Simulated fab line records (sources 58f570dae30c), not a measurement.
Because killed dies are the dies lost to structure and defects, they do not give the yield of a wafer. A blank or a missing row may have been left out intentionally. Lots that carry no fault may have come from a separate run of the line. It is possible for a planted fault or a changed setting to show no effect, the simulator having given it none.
A single fault, viewed from 2 desks -- flow berkeley cmos170 -- each desk holds nothing but its own numbers, with what lay behind them at the end

## THE METROLOGY DESK
What the gauges read for every lot (on any tool): the sampled wafers with a number, averaged. Any lot whose mean is over 4 standard deviations away from the usual mean is out of limits and marked OUT; that distance is given in the brackets.
Columns: A = V1_TEOS_THK at UCB170_V1_THK_MEAS_01, usual 2002 nm; B = V2_OVL at UCB170_V2_OVL_MEAS_13, usual 1 nm
lot,first seen here,A,B
L447,day 7 14:41,1998,8
L449,day 8 02:40,2001,-1
L450,day 8 02:41,2013,5
L452,day 8 11:42,1992,-3
L453,day 8 20:33,1972,5
L454,day 8 20:33,2004,-2
L456,day 8 20:35,2033,-11
L457,day 9 14:36,2001,1
L458,day 9 14:37,2042,-0
L460,day 10 00:53,1968,5
L466,day 11 03:46,2015,-4
L468,day 11 20:13,1991,-1
L469,day 12 04:17,1990,4
L470,day 12 11:38,1999,6
Finding of this desk: none of the 14 lots has anything out of limits.

## AT THE TOOL OWNER'S DESK: rie metal-02
The tool's own readings at UCB170_M2_METAL_ETCH_18 (etches Al in Cl2/BCl3, stops on SiO2, target depth 1170 nm, time 195 s): means of the sampled wafers that have a number, for each lot that ran on this tool. Any lot whose mean is over 4 standard deviations away from the usual mean is out of limits and marked OUT; that distance is given in the brackets.
Columns: A = drypump motor current A at UCB170_M2_METAL_ETCH_18, usual 5.6 A; B = oes product au at UCB170_M2_METAL_ETCH_18, usual 0.856 a.u.; C = rf fwd power W at UCB170_M2_METAL_ETCH_18, usual 598.1 W; D = run length s at UCB170_M2_METAL_ETCH_18, usual 223.1 s; E = throttle valve pct at UCB170_M2_METAL_ETCH_18, usual 24.4 %
lot,first seen here,A,B,C,D,E
L449,day 8 07:58,5.9,0.855,598.1,223.3,24.1
L453,day 9 01:20,5.4,0.846,598.1,223.6,24.1
L458,day 9 19:50,5.4,0.787 (-5.3) OUT,599.6,251.5 (+65) OUT,24.1
L460,day 10 07:31,5.4,0.786 (-5.4) OUT,597.5,251.8 (+65) OUT,24.1
This desk finds L458, L460 out of limits, L458 being first, at day 9 19:50 (oes product au at UCB170_M2_METAL_ETCH_18). L449, L453 stayed within limits.

## PUT TOGETHER
An alarm could have come from the tool owner's desk at day 9 19:50, on L458, L460.
The metrology desk saw nothing out of limits.
The metrology desk holds a record of L458, L460, inside its limits.
All the named lots went through UCB170_M2_METAL_ETCH_18 on rie metal-02.

## WHAT HAD BEEN PUT IN BY THE SIMULATOR
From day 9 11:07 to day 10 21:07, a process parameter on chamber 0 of rie metal-02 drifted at UCB170_M2_METAL_ETCH_18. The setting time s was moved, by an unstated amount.
Struck lots among those shown: L458, L460.
How many hours passed from the start of the fault until each desk's first out-of-limits reading: the tool owner's desk, 9.
